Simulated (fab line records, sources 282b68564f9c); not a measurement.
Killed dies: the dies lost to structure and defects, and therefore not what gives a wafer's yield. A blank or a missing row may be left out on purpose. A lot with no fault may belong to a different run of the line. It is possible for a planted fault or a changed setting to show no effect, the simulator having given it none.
fab line records | flow ritCmos
[record] lots = 6 | wafers = 18 | lastDay = 7
route steps=202 shown ACTIVE@1 M1@202
lots with no fault: from the same line, run without faults
startH: start of the lot's first displayed wafer, in hours after the record's first day | waitH: hours from the lot's prior step to this one | " same as the row above | L1.1+2: one row covering several wafers at once | - no value present, or no start provided | * or withheld: withheld | < > ~ a bound
route shown NAME@n: names a module that has steps shown in the file, with the first one's number in the route | usual: mean/standard deviation of fault-free wafers | same: alike in all rows | chamber/n: place in a boat | sites: each site's reading | _std_site: how widely they spread, as a standard deviation | _edge_site: outer sites' mean less inner sites' | radiusMm: how far each site lies from the wafer's centre | mask NAME#n: copy n | behind: the last tool/chamber to shape the wafer | hold: the reason the lot was held/the length of the hold in hours/how it ended | device: transistor that didn't switch, given as n, p or np | end of line: tests run on the same wafers once the route is complete | step lacking rows: just its recipe | killed: dies that structure and defects cost at the first sort, which is not the same as the wafer's yield | map: shows each die of a wafer: x if killed, . if not, _ if none is there
set.NAME: the setting as run; set.NAME@STEP: as run at that earlier step | model.NAME: the simulator's own value behind a step, which no gauge read
lots seen at some steps along the route; tables by step, rows by wafer
services: from which hour (startH, from the record's first day; less than 0 if before it) a tool's chamber was out of use, for how many hours, and why
[[steps]]
[step RIT_ACTIVE_BOW_MEAS_00]
[recipe] mode = bow
[usual] INCOMING_BOW = -1/5.7
lot.wafer | tool         | chamber | startH | waitH | INCOMING_BOW[um]
L465.1    | filmMetro-04 | -       | 15.00  | -     | -7
L465.2    | "            | -       | "      | "     | -9
L465.3    | "            | -       | "      | "     | 1
L470.3    | filmMetro-02 | -       | 40.04  | -     | -3
L470.4    | "            | -       | "      | "     | 7
L470.5    | "            | -       | "      | "     | -8
L478.1    | filmMetro-01 | -       | 80.00  | -     | 6
L478.2    | "            | -       | "      | "     | -2
L478.4    | "            | -       | "      | "     | -10
L483.2    | filmMetro-01 | -       | 105.02 | -     | 7
L483.3    | "            | -       | "      | "     | -14
L483.5    | "            | -       | "      | "     | 0
L484.1    | filmMetro-01 | -       | 110.00 | -     | -5
L484.4    | "            | -       | "      | "     | -4
L484.6    | "            | -       | "      | "     | 2
L486.2    | filmMetro-01 | -       | 120.02 | -     | 1
L486.5    | "            | -       | "      | "     | -8
L486.6    | "            | -       | "      | "     | -3
[step RIT_ACTIVE_OXIDATION_01]
[recipe] tempC = 1000 | ambient = O2 | targetThkA = 468 | oxTimeS = 3360
[step RIT_ACTIVE_THK_MEAS_02]
[recipe] reads = SiO2_of_ACTIVE_OXIDATION_01
[usual] ACTIVE_OXIDE_THK = 47.1/0.97
lot.wafer | tool         | chamber | startH | waitH | ACTIVE_OXIDE_THK[nm]
L465.1    | filmMetro-04 | -       | 17.05  | 0.0   | 46.5
L465.2    | "            | -       | "      | "     | 46.7
L465.3    | "            | -       | "      | "     | 45.7
L470.3    | filmMetro-04 | -       | 42.07  | 0.0   | 47.6
L470.4    | "            | -       | "      | "     | 47.7
L470.5    | "            | -       | "      | "     | 48.7
L478.1    | filmMetro-01 | -       | 83.02  | 0.0   | 46.8
L478.2    | "            | -       | "      | "     | 46.7
L478.4    | "            | -       | "      | "     | 46.7
L483.2    | filmMetro-04 | -       | 107.06 | 0.0   | 47.1
L483.3    | "            | -       | "      | "     | 46.2
L483.5    | "            | -       | "      | "     | 46.2
L484.1    | filmMetro-01 | -       | 112.12 | 0.0   | 46.2
L484.4    | "            | -       | "      | "     | 47.0
L484.6    | "            | -       | "      | "     | 46.6
L486.2    | filmMetro-01 | -       | 122.06 | 0.0   | 47.0
L486.5    | "            | -       | "      | "     | 46.4
L486.6    | "            | -       | "      | "     | 46.4
[step RIT_ACTIVE_CVD_03]
[recipe] material = Si3N4 | targetThkNm = 150 | tempC = 810 | precursor = SiH2Cl2/NH3 | timeS = 1500 | pressureMtorr = 300 | sih2cl2FlowSccm = 60 | nh3FlowSccm = 150
[step RIT_ACTIVE_THK_MEAS_04]
[recipe] reads = Si3N4_of_ACTIVE_CVD_03
[usual] ACTIVE_NITRIDE_THK = 149.6/1.4
lot.wafer | tool         | chamber | startH | waitH | ACTIVE_NITRIDE_THK[nm]
L465.1    | filmMetro-04 | -       | 18.53  | 0.0   | 150.0
L465.2    | "            | -       | "      | "     | 149.2
L465.3    | "            | -       | "      | "     | 149.2
L470.3    | filmMetro-04 | -       | 43.55  | 0.0   | 150.8
L470.4    | "            | -       | "      | "     | 151.0
L470.5    | "            | -       | "      | "     | 149.0
L478.1    | filmMetro-01 | -       | 84.50  | 0.0   | 150.6
L478.2    | "            | -       | "      | "     | 151.5
L478.4    | "            | -       | "      | "     | 150.6
L483.2    | filmMetro-01 | -       | 108.54 | 0.0   | 149.9
L483.3    | "            | -       | "      | "     | 149.6
L483.5    | "            | -       | "      | "     | 148.4
L484.1    | filmMetro-01 | -       | 113.60 | 0.0   | 149.5
L484.4    | "            | -       | "      | "     | 148.5
L484.6    | "            | -       | "      | "     | 148.6
L486.2    | filmMetro-04 | -       | 124.25 | 0.0   | 148.4
L486.5    | "            | -       | "      | "     | 147.9
L486.6    | "            | -       | "      | "     | 146.7
[step RIT_ACTIVE_HMDS_05]
[recipe] primeTimeS = 60 | primeTempC = 140
[step RIT_ACTIVE_COAT_06]
[recipe] resist = NOVOLAK | spinRpm = 3250 | resistThkNm = 1000
[step RIT_ACTIVE_SOFTBAKE_07]
[recipe] resist = NOVOLAK | tempC = 90 | timeS = 60
[step RIT_ACTIVE_EXPOSE_08]
[recipe] maskId = M1 | na = 0.6 | sourceShape = conventional | sigmaOuter = 0.6 | targetCdNm = 1400 | doseMj = 225
[step RIT_ACTIVE_PEB_09]
[recipe] resist = NOVOLAK | tempC = withheld | timeS = withheld
[step RIT_ACTIVE_DEVELOP_10]
[recipe] resist = NOVOLAK | developTimeS = 50 | devTempC = 23
lot.wafer  | tool          | chamber | startH | waitH
L465.1+2+3 | lithoTrack-01 | 0       | 19     | -
L470.3+4+5 | lithoTrack-02 | 0       | 44     | -
L478.1+2+4 | lithoTrack-02 | 0       | 85     | -
L483.2+3+5 | lithoTrack-02 | 0       | 109    | -
L484.1+4+6 | lithoTrack-01 | 0       | 114    | -
L486.2+5+6 | lithoTrack-04 | 0       | 125    | -
[step RIT_ACTIVE_CD_MEAS_11]
[recipe] targetCdNm = 1400
[usual] cdNm = 1399.0/2.5
lot.wafer | tool     | chamber | startH | waitH | cdNm
L465.1    | cdSem-02 | -       | 19.44  | -     | 1400.7
L465.2    | "        | -       | "      | "     | 1399.1
L465.3    | "        | -       | "      | "     | 1398.6
L470.3    | cdSem-01 | -       | 44.60  | -     | 1395.8
L470.4    | "        | -       | "      | "     | 1396.5
L470.5    | "        | -       | "      | "     | 1396.8
L478.1    | cdSem-01 | -       | 85.41  | -     | 1377.3
L478.2    | "        | -       | "      | "     | 1375.8
L478.4    | "        | -       | "      | "     | 1377.8
L483.2    | cdSem-02 | -       | 109.46 | -     | 1380.1
L483.3    | "        | -       | "      | "     | 1377.4
L483.5    | "        | -       | "      | "     | 1379.6
L484.1    | cdSem-01 | -       | 114.51 | -     | 1400.6
L484.4    | "        | -       | "      | "     | 1399.4
L484.6    | "        | -       | "      | "     | 1402.6
L486.2    | cdSem-01 | -       | 125.29 | -     | 1397.8
L486.5    | "        | -       | "      | "     | 1397.4
L486.6    | "        | -       | "      | "     | 1398.9
[step RIT_ACTIVE_HARDBAKE_12]
[recipe] resist = NOVOLAK | tempC = 140 | timeS = 60
[step RIT_ACTIVE_ETCH_13]
[recipe] stopOn = SiO2 | chemistry = SF6 | target = Si3N4 | timeS = 210 | overEtchFrac = 0.4 | SF6_flow_sccm = 200 | pressureMtorr = 260 | rfW = 125 | targetDepthA = 2100
[usual] SF6_flow_sccm = 200.0/0.57 | chamberPressureMTorr = 260.02/0.26 | drypumpMotorCurrentA = 5.6/0.45 | oesProductAu = 0.817/0.015 | throttleValvePct = 7.52/0.11
lot.wafer | tool       | chamber | startH | waitH | SF6_flow_sccm | chamberPressureMTorr | drypumpMotorCurrentA | oesProductAu | rfHoursCounterH | throttleValvePct | model.ACTIVE.cdNm
L465.1    | rieDiel-02 | 0       | 19.71  | 0.1   | 199.8         | 260.24               | 5.5                  | 0.816        | 119             | 7.63             | 1401
L465.2    | "          | 3       | "      | "     | 200.0         | 260.72               | 4.9                  | 0.786        | 71              | 7.64             | 1399
L465.3    | "          | 1       | "      | "     | 199.3         | 259.79               | 5.6                  | 0.825        | 4               | 7.65             | 1398
L470.3    | rieDiel-02 | 2       | 44.83  | 0.1   | 200.7         | 260.47               | 4.9                  | 0.833        | 141             | 7.44             | 1396
L470.4    | "          | 0       | "      | "     | 200.7         | 259.52               | 5.5                  | 0.830        | 120             | 7.62             | 1397
L470.5    | "          | 1       | "      | "     | 199.5         | 259.84               | 5.6                  | 0.822        | -               | 7.64             | 1397
L478.1    | rieDiel-03 | 3       | 85.68  | 0.1   | 201.3         | 260.26               | 6.2                  | 0.808        | 138             | 7.62             | 1377
L478.2    | "          | 0       | "      | "     | 198.9         | 259.79               | 6.1                  | 0.801        | 12              | 7.54             | 1376
L478.4    | "          | 3       | "      | "     | 201.1         | 260.18               | 6.2                  | 0.808        | -               | 7.62             | 1378
L483.2    | rieDiel-03 | 0       | 109.71 | 0.1   | 200.7         | 260.22               | 6.1                  | 0.811        | 13              | 7.56             | 1380
L483.3    | "          | 3       | "      | "     | 199.0         | 260.03               | 6.2                  | 0.806        | 139             | 7.62             | 1377
L483.5    | "          | 2       | "      | "     | 199.8         | 259.97               | 5.5                  | 0.812        | -               | 7.61             | 1379
L484.1    | rieDiel-03 | 2       | 114.78 | 0.1   | 200.4         | 260.28               | 5.6                  | 0.811        | 74              | 7.62             | 1400
L484.4    | "          | 1       | "      | "     | 200.2         | 259.60               | 6.4                  | 0.815        | 4               | 7.43             | 1399
L484.6    | "          | 0       | "      | "     | 200.1         | 259.87               | 6.1                  | 0.798        | -               | 7.55             | 1403
L486.2    | rieDiel-01 | 2       | 125.54 | 0.1   | 198.5         | 260.05               | 5.5                  | 0.817        | 8               | 7.49             | 1398
L486.5    | "          | 3       | "      | "     | 200.2         | 259.90               | 5.1                  | 0.790        | -               | 7.55             | 1397
L486.6    | "          | 0       | "      | "     | 199.5         | 260.31               | 5.9                  | 0.827        | -               | 7.28             | 1399
[step RIT_ACTIVE_STRIP_14]
[recipe] chemistry = O2 | timeS = 180 | resist = NOVOLAK | platenTempC = withheld | powerW = 500 | pressureMtorr = 4000 | o2FlowSccm = 4000
[usual] chamberPressureMTorr = 4000/3.5 | drypumpMotorCurrentA = 5.7/0.65
lot.wafer | tool           | chamber | startH | waitH | chamberPressureMTorr | drypumpMotorCurrentA | rfHoursCounterH
L465.1    | plasmaAsher-02 | 1       | 19.84  | 0.1   | 3999                 | 6.6                  | 37
L465.2    | "              | 0       | "      | "     | 4002                 | 5.3                  | 37
L465.3    | "              | 1       | "      | "     | 4002                 | 6.6                  | -
L470.3    | plasmaAsher-04 | 1       | 45.03  | 0.1   | 4006                 | 4.7                  | -
L470.4    | "              | 0       | "      | "     | 3994                 | 5.7                  | -
L470.5    | "              | 0       | "      | "     | 4003                 | 5.7                  | -
L478.1    | plasmaAsher-04 | 0       | 85.81  | 0.1   | 4000                 | 5.7                  | 31
L478.2    | "              | 1       | "      | "     | 4004                 | 4.7                  | 31
L478.4    | "              | 1       | "      | "     | 3996                 | 4.7                  | -
L483.2    | plasmaAsher-04 | 1       | 109.84 | 0.1   | 3998                 | 4.7                  | 34
L483.3    | "              | 1       | "      | "     | 3997                 | 4.7                  | -
L483.5    | "              | 0       | "      | "     | 4002                 | 5.7                  | -
L484.1    | plasmaAsher-02 | 0       | 114.91 | 0.1   | 4002                 | 5.2                  | 48
L484.4    | "              | 0       | "      | "     | 3998                 | 5.2                  | -
L484.6    | "              | 0       | "      | "     | 3997                 | 5.2                  | -
L486.2    | plasmaAsher-02 | 1       | 125.68 | 0.1   | 3996                 | 6.6                  | 49
L486.5    | "              | 1       | "      | "     | 4001                 | 6.6                  | -
L486.6    | "              | 0       | "      | "     | 4000                 | 5.3                  | -
[step RIT_M1_PROBE_99]
[usual] killed_at_M0_to_M3 = 0.0/0.14 | killedAtContacts = 0.1/0.36 | killedAtFrontEnd = 7/3.4 | killedDies = 7/3.4 | killedOpen = 3.3/2 | killedShort = 3.8/2.4
[same] grossDies = 264 | killed_at_M4_up = 0 | killedAtBackSide = 0 | killedAtOther = 0
lot.wafer | tool      | chamber | startH | waitH | killed_at_M0_to_M3 | killedAtContacts | killedAtFrontEnd | killedDies | killedOpen | killedShort
L465.1    | prober-01 | -       | 62.50  | 0.1   | 0                  | 0                | 4                | 4          | 0          | 4
L465.2    | prober-01 | -       | 62.55  | 0.1   | 0                  | 1                | 4                | 5          | 2          | 3
L465.3    | prober-01 | -       | 62.60  | 0.2   | 0                  | 0                | 8                | 8          | 1          | 7
L470.3    | prober-02 | -       | 86.14  | 0.2   | 0                  | 0                | 3                | 3          | 2          | 1
L470.4    | prober-02 | -       | 86.19  | 0.2   | 0                  | 0                | 6                | 6          | 1          | 5
L470.5    | prober-02 | -       | 86.24  | 0.2   | 0                  | 0                | 5                | 5          | 3          | 2
L478.1    | prober-02 | -       | 127.45 | 0.1   | 0                  | 0                | 5                | 5          | 3          | 2
L478.2    | prober-02 | -       | 127.50 | 0.1   | 1                  | 0                | 10               | 11         | 3          | 7
L478.4    | prober-02 | -       | 127.60 | 0.2   | 0                  | 0                | 9                | 9          | 6          | 3
L483.2    | prober-01 | -       | 153.49 | 0.1   | 0                  | 0                | 7                | 7          | 3          | 4
L483.3    | prober-01 | -       | 153.54 | 0.2   | 0                  | 0                | 4                | 4          | 1          | 3
L483.5    | prober-01 | -       | 153.64 | 0.2   | 0                  | 0                | 9                | 9          | 2          | 7
L484.1    | prober-02 | -       | 158.44 | 0.1   | 0                  | 0                | 12               | 12         | 8          | 4
L484.4    | prober-02 | -       | 158.59 | 0.2   | 0                  | 0                | 5                | 5          | 2          | 3
L484.6    | prober-02 | -       | 158.69 | 0.2   | 0                  | 0                | 7                | 7          | 2          | 5
L486.2    | prober-02 | -       | 166.56 | 0.1   | 0                  | 0                | 7                | 7          | 5          | 2
L486.5    | prober-02 | -       | 166.71 | 0.2   | 0                  | 0                | 5                | 5          | 4          | 1
L486.6    | prober-02 | -       | 166.76 | 0.2   | 0                  | 0                | 3                | 3          | 0          | 3
// killed by level:class
L465.1 GATE:geometricParticle:short=2 SILICIDE:geometricParticle:short=2
L465.2 ACTIVE:geometricParticle:short=1 FOX1:geometricParticle:short=1 GATE:geometricParticle:open=1 SPACER:geometricParticle:short=1 CONTACT:geometricParticle:open=1
L465.3 SPACER:geometricParticle:short=4 FOX1:geometricParticle:short=2 FOX2:geometricParticle:open=1 GATE:geometricParticle:short=1
L470.3 GATE:geometricParticle:open=1 REOX:geometricParticle:short=1 SPACER:geometricParticle:open=1
L470.4 GATE:geometricParticle:short=3 FOX1:geometricParticle:short=1 REOX:geometricParticle:open=1 SPACER:geometricParticle:short=1
L470.5 GATE:geometricParticle:open=2 FOX1:geometricParticle:short=1 GATE:geometricParticle:short=1 SPACER:geometricParticle:open=1
L478.1 GATE:geometricParticle:open=2 ACTIVE:geometricParticle:open=1 REOX:geometricParticle:short=1 SPACER:geometricParticle:short=1
L478.2 FOX2:geometricParticle:short=4 GATE:geometricParticle:open=2 REOX:geometricParticle:short=2 GATE:geometricParticle:short=1 REOX:geometricParticle:open=1 M1:coatMicrobubblePrinted=1
L478.4 GATE:geometricParticle:open=6 GATE:geometricParticle:short=2 REOX:geometricParticle:short=1
L483.2 GATE:geometricParticle:open=3 FOX1:geometricParticle:short=1 GATE:geometricParticle:short=1 SPACER:geometricParticle:short=1 SILICIDE:geometricParticle:short=1
L483.3 FOX1:geometricParticle:short=2 GATE:geometricParticle:short=1 GATE:geometricParticle:open=1
L483.5 GATE:geometricParticle:short=4 FOX1:geometricParticle:short=1 FOX1:geometricParticle:open=1 GATE:geometricParticle:open=1 REOX:geometricParticle:short=1 SILICIDE:geometricParticle:short=1
L484.1 GATE:geometricParticle:open=5 FOX1:geometricParticle:short=2 FOX2:geometricParticle:open=1 GATE:geometricParticle:short=1 REOX:geometricParticle:open=1 SPACER:geometricParticle:short=1 SILICIDE:geometricParticle:open=1
L484.4 GATE:geometricParticle:short=2 FOX1:geometricParticle:short=1 GATE:geometricParticle:open=1 SPACER:geometricParticle:open=1
L484.6 GATE:geometricParticle:short=3 FOX1:geometricParticle:short=1 SPACER:geometricParticle:open=1 SILICIDE:geometricParticle:short=1 SILICIDE:geometricParticle:open=1
L486.2 FOX1:geometricParticle:open=2 FOX1:geometricParticle:short=1 GATE:geometricParticle:open=1 SPACER:geometricParticle:open=1 SILICIDE:geometricParticle:short=1 SILICIDE:geometricParticle:open=1
L486.5 REOX:geometricParticle:open=2 FOX1:geometricParticle:open=1 FOX2:geometricParticle:open=1 SILICIDE:geometricParticle:short=1
L486.6 FOX2:geometricParticle:short=1 REOX:geometricParticle:short=1 SILICIDE:geometricParticle:short=1
[[services]]
tool          | chamber | startH | hours | kind
rieDiel-01    | -       | -2.97  | 0.7   | repair
rieDiel-01    | 3       | -2.37  | 1.6   | repair
rieDiel-01    | 0       | 9.50   | 5.8   | repair
rieDiel-03    | 3       | 55.28  | 1.9   | repair
rieDiel-01    | 2       | 57.08  | 3.8   | repair
rieDiel-03    | 2       | 70.65  | 23.3  | repair
lithoTrack-04 | -       | 121.97 | -     | consumableReplace:filter
[[key]]
[firstSign] step = RIT_ACTIVE_CD_MEAS_11 | reading = cdNm | direction = down | sigmas = 8.5 | usual = 1399.0 | struck = 1378.0 | through = controlLoop
effect none on later readings
[modelEffect] step = RIT_ACTIVE_ETCH_13 | value = ACTIVE.cdNm | without = 1399 | struck = 1378
metAt RIT_ACTIVE_DEVELOP_10
struckWafers L478.1,L478.2,L478.4,L483.2,L483.3,L483.5
testerLeftOut L478,L483
[loopTrim] step = RIT_ACTIVE_EXPOSE_08 | setting = dose | lots = L483
onsetBetween 44 85
[fault] kind = processParameterDrift | tool = lithoTrack-02 | chamber = - | onsetH = 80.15 | steps = RIT_ACTIVE_DEVELOP_10 | channel = developTimeS | offset = * | shape = step | endH = 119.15 | actsIn = * | stated = *
// testerLeftOut: of these lots the tester's yield and bins aren't shown, on N5 and GAA mostly nor the transistor test; their killed dies are dies lost to structure and defects alone, not to doping, threshold or leakage, so they don't give the yield
// loopTrim: a control loop set the setting to another value than it would have without faults
